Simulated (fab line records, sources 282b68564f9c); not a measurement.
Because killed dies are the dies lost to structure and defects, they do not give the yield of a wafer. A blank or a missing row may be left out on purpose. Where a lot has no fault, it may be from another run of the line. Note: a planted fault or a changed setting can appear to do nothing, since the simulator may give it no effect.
A lot that was struck, set against a sound lot | flow rit_cmos | 19 steps out of a route of 202
Sound: wafers L535.1, L535.3, L535.5. The struck wafers were L529.3, L529.4, L529.5. The cause comes at the end.
Order at every step that has rows: each side's tool, ch and its chambers, its first start. Under that, the readings that differ: sound wafers | struck wafers | difference of the means | sigmas: that difference in standard deviations of wafers without a fault.
alike: readings whose means differ by less than 2 such deviations, and words and numbers that are the same on both sides. not compared: withheld readings, readings that some wafer has no value for, bounds like >300 that may hide the same value, and numbers for which the record gives no deviation and whose values overlap.
The two part at a step that has a row with sigmas, a row that says differs or no value, or rows on one side only. Numbers that have no deviation but don't overlap get no sigmas and don't part them. A reading that every wafer of one side lacks parts them only if that side has two wafers or more.

RIT_GATE_STRIP_20: strips in O2, time 180 s.
  sound on plasma_asher-03 ch 0,1, day 5 01:09; struck on plasma_asher-03 ch 0,1, day 3 18:27
  alike: drypump_motor_current_A
  not compared: rf_hours_counter_h
RIT_GATE_CD_MEAS_90 targets a cd of 150 nm.
  struck on cd_sem-02, day 3 18:37; sound on cd_sem-01, day 5 01:19
  alike: cd_nm
then, 4 steps without rows for these wafers: RIT_REOX_CLEAN_00 (cleans in SC1, time 600 s); RIT_REOX_CLEAN_01 (cleans in dHF, time 30 s); RIT_REOX_CLEAN_02 (cleans in SC2, time 600 s); RIT_REOX_OXIDATION_03 (target thk 25.2 nm, ox time 5580 s).
RIT_REOX_THK_MEAS_04:
  struck on film_metro-04, day 3 21:38; sound on film_metro-02, day 5 04:36
  alike: REOX_OXIDE_THK
then, 5 steps without rows for these wafers: RIT_NLDD_HMDS_00 (prime time 60 s); RIT_NLDD_COAT_01 (resist thk 1000 nm); RIT_NLDD_SOFTBAKE_02 (time 60 s); RIT_NLDD_EXPOSE_03 (exposes mask M7, target cd 40700 nm); RIT_NLDD_PEB_04.
RIT_NLDD_DEVELOP_05: develop time 50 s.
  sound on litho_track-03 ch 0, day 5 05:00; struck on litho_track-04 ch 0, day 3 22:00
  alike: exhaust_pa
RIT_NLDD_OVL_MEAS_06:
  struck on overlay-02, day 3 22:32; sound on overlay-01, day 5 05:37
  alike: NLDD_OVL
then, 2 steps without rows for these wafers: RIT_NLDD_HARDBAKE_07 (time 60 s); RIT_NLDD_IMPLANT_08.
RIT_NLDD_STRIP_09: strips in O2, time 180 s.
  sound on plasma_asher-02 ch 0, day 5 05:58; struck on plasma_asher-04 ch 0,1, day 3 22:55
  alike: drypump_motor_current_A
  not compared: rf_hours_counter_h
RIT_NLDD_TW_MEAS_10:
  struck on film_metro-01, day 3 23:03; sound on film_metro-02, day 5 06:08
  reading | sound          | struck   | difference | sigmas
  NLDD_TW | 2509 2490 2499 | 30 30 30 | -2469      | -99 or more
then, 1 step without rows for these wafers: RIT_PLDD_HMDS_00 (prime time 60 s).

== WHERE THEY PART ==
Within this record, at RIT_NLDD_TW_MEAS_10 only.

WHY: the cause the simulator had injected
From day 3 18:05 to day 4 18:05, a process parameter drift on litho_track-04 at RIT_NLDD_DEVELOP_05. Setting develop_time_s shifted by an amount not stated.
